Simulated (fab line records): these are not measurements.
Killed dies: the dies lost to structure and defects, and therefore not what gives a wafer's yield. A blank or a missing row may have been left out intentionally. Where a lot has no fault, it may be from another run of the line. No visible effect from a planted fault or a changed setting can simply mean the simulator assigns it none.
A single fault, viewed from 2 desks	flow berkeleyCmos170	every desk sees just its own numbers, and what lay behind them comes last

## THE TOOL OWNER'S DESK: pvdSputter-02
The tool's own readings at UCB170_SILICIDE_SPUTTER_01 (material Ti, target thk 30 nm, time 25 s): means of the sampled wafers that have a number, for each lot that ran on this tool. The brackets show how far a lot's mean lies from the usual mean; more than 4 standard deviations puts the lot out of limits, marked OUT.
Columns: A = chamberPressurePa at UCB170_SILICIDE_SPUTTER_01, usual 0.4999 Pa; B = throttleValvePct at UCB170_SILICIDE_SPUTTER_01, usual 29.9 %
lot	first seen here	A	B
L409	day 6 20:47	0.4994	29.7
L414	day 7 18:55	0.4997	29.4
L417	day 8 12:13	0.4951 (-5.2) OUT	28.6
L421	day 9 09:47	0.4930 (-7.4) OUT	28.6
This desk's verdict: out of limits on L417, L421, starting with L417 at day 8 12:13 (chamberPressurePa at UCB170_SILICIDE_SPUTTER_01). L409, L414: within limits.

## METROLOGY DESK
Means of the sampled wafers that have a number, per lot and without regard to the tool the lot ran on: this is what the gauges read. The brackets show how far a lot's mean lies from the usual mean; more than 4 standard deviations puts the lot out of limits, marked OUT.
Columns: A = cdNm at UCB170_NSD_CD_MEAS_06, usual 1200.0 nm
lot	first seen here	A
L407	day 6 18:16	1197.9
L409	day 6 18:38	1199.3
L408	day 6 19:17	1199.5
L411	day 7 03:05	1200.4
L414	day 7 16:47	1202.7
L420	day 8 09:41	1202.0
L415	day 8 09:55	1200.1
L417	day 8 10:09	1199.9
L421	day 9 07:12	1201.7
L423	day 9 07:21	1201.0
L424	day 9 18:57	1201.6
L426	day 10 10:25	1199.4
L425	day 10 10:46	1201.1
L428	day 11 09:29	1199.4
This desk found nothing out of limits on any of the 14 lots.

## ALL TOGETHER
The tool owner's desk could have raised an alarm at day 8 12:13, on L417, L421.
Metrology desk: nothing out of limits seen.
The metrology desk holds a record of L417, L421, inside its limits.
All the named lots went through UCB170_SILICIDE_SPUTTER_01 on pvdSputter-02.

## WHAT HAD BEEN PUT IN BY THE SIMULATOR
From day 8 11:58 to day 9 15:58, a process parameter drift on pvdSputter-02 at UCB170_SILICIDE_SPUTTER_01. Setting chamberPressurePa, moved by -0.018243, from 0.5. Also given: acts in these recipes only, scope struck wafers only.
Struck lots among those shown: L417, L421.
Time in hours from fault onset to the first out-of-limits reading at each desk: the tool owner's desk, 0.
